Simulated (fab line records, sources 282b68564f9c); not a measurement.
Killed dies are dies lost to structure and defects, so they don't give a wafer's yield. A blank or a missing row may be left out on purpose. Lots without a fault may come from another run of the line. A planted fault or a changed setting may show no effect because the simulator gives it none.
fab line records | flow rit_cmos
record lots=15 wafers=45 last_day=7
route steps=202 shown CONTACT@175
lots that met no fault: from a run of the same line without faults
start_h: hours from the record's first day to the start of the lot's first wafer shown | wait_h: hours since the lot's step before | " the same as in the row above | L1.1+2: a row that stands for several wafers | - no value, or no start given | * or withheld: withheld | < > ~ a bound
route shown NAME@n: a module of which the file shows steps, and the number in the route of the first | usual: mean/standard deviation of fault-free wafers | same: alike in all rows | chamber/n: place in a boat | sites: the reading at each site | _std_site: their standard deviation | _edge_site: outer sites' mean less inner sites' | radius_mm: how far each site lies from the wafer's centre | mask NAME#n: copy n | behind: the tool/chamber that last shaped the wafer | hold: why the lot was held/for how many hours/how that ended | device: the transistor (n, p or np) that didn't switch | end of line: the same wafers' tests at the end of the route | a step without rows: its recipe alone | killed: dies lost to structure and defects at the first sort, not the wafer's yield | map: a wafer's dies, x killed, . not, _ none there
set.NAME: the setting as run; set.NAME@STEP: as run at that earlier step | model.NAME: the simulator's own value behind a step, which no gauge read
steps of the route over a sample of lots; a table a step, a row a wafer
## steps
# step RIT_CONTACT_DEVELOP_07
# recipe resist=NOVOLAK develop_time_s=120 dev_temp_c=23
# usual chill_plate_temp_C=23.01/0.099 develop_time_s=120/0
# columns lot.wafer tool chamber start_h wait_h chill_plate_temp_C develop_time_s
L127.2 litho_track-03 0 76 - 23.04 120
L127.3 " 0 " " 23.00 120
L127.6 " 0 " " 22.93 120
L129.3 litho_track-01 0 94 - 23.06 120
L129.4 " 0 " " 23.07 120
L129.6 " 0 " " 22.98 120
L130.1 litho_track-04 0 106 - 22.97 120
L130.4 " 0 " " 22.94 120
L130.6 " 0 " " 22.86 120
L133.2 litho_track-01 0 120 - 23.09 120
L133.3 " 0 " " 23.09 120
L133.6 " 0 " " 23.11 120
L131.4 litho_track-04 0 120 - 23.16 120
L131.5 " 0 " " 23.20 120
L131.6 " 0 " " 23.06 120
L134.1 litho_track-01 0 120 - 22.98 120
L134.3 " 0 " " 22.98 120
L134.4 " 0 " " 22.89 120
L135.1 litho_track-04 0 120 - 22.92 120
L135.2 " 0 " " 22.88 120
L135.5 " 0 " " 22.94 120
L140.3 litho_track-01 0 139 - 23.07 120
L140.4 " 0 " " 22.95 120
L140.5 " 0 " " 23.00 120
L138.1 litho_track-04 - 140 - - -
L138.4 " - " " - -
L138.6 " - " " - -
L139.1 litho_track-01 - 142 - - -
L139.5 " - " " - -
L139.6 " - " " - -
L141.3 litho_track-04 - 145 - - -
L141.4 " - " " - -
L141.5 " - " " - -
L142.2 litho_track-04 0 149 - 23.00 120
L142.3 " 0 " " 22.94 120
L142.6 " 0 " " 23.00 120
L147.1 litho_track-03 0 163 - 22.90 120
L147.3 " 0 " " 22.85 120
L147.6 " 0 " " 22.85 120
L148.3 litho_track-03 0 169 - 22.86 120
L148.5 " 0 " " 22.93 120
L148.6 " 0 " " 22.88 120
L149.1 litho_track-04 0 172 - 23.01 120
L149.2 " 0 " " 23.01 120
L149.3 " 0 " " 22.93 120
## key
first_sign step=RIT_CONTACT_DEVELOP_07 reading=tool_record direction=missing
effect none on later readings
met_at RIT_CONTACT_DEVELOP_07
struck_lots L138,L139,L141
later_rows_left_out L138.1,L138.4,L138.6,L139.1,L139.5,L139.6,L141.3,L141.4,L141.5
sort_left_out L138.1,L138.4,L138.6,L139.1,L139.5,L139.6,L141.3,L141.4,L141.5
tester_left_out L138,L139,L141
onset_between 139 140
fault kind=skipped_step_whole tool=litho_track-01,litho_track-04 chamber=- onset_h=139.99 steps=RIT_CONTACT_DEVELOP_07 scope=struck_lots_only
# tester_left_out: of these lots the tester's yield and bins aren't shown, on N5 and GAA mostly nor the transistor test; their killed dies are dies lost to structure and defects alone, not to doping, threshold or leakage, so they don't give the yield
# sort_left_out: the simulated sort isn't trusted on such a fault, so these wafers' sort isn't shown, and their yield isn't known
# later_rows_left_out: the simulator's readings of these wafers behind a module that went badly wrong aren't trusted and aren't shown, but for the sort
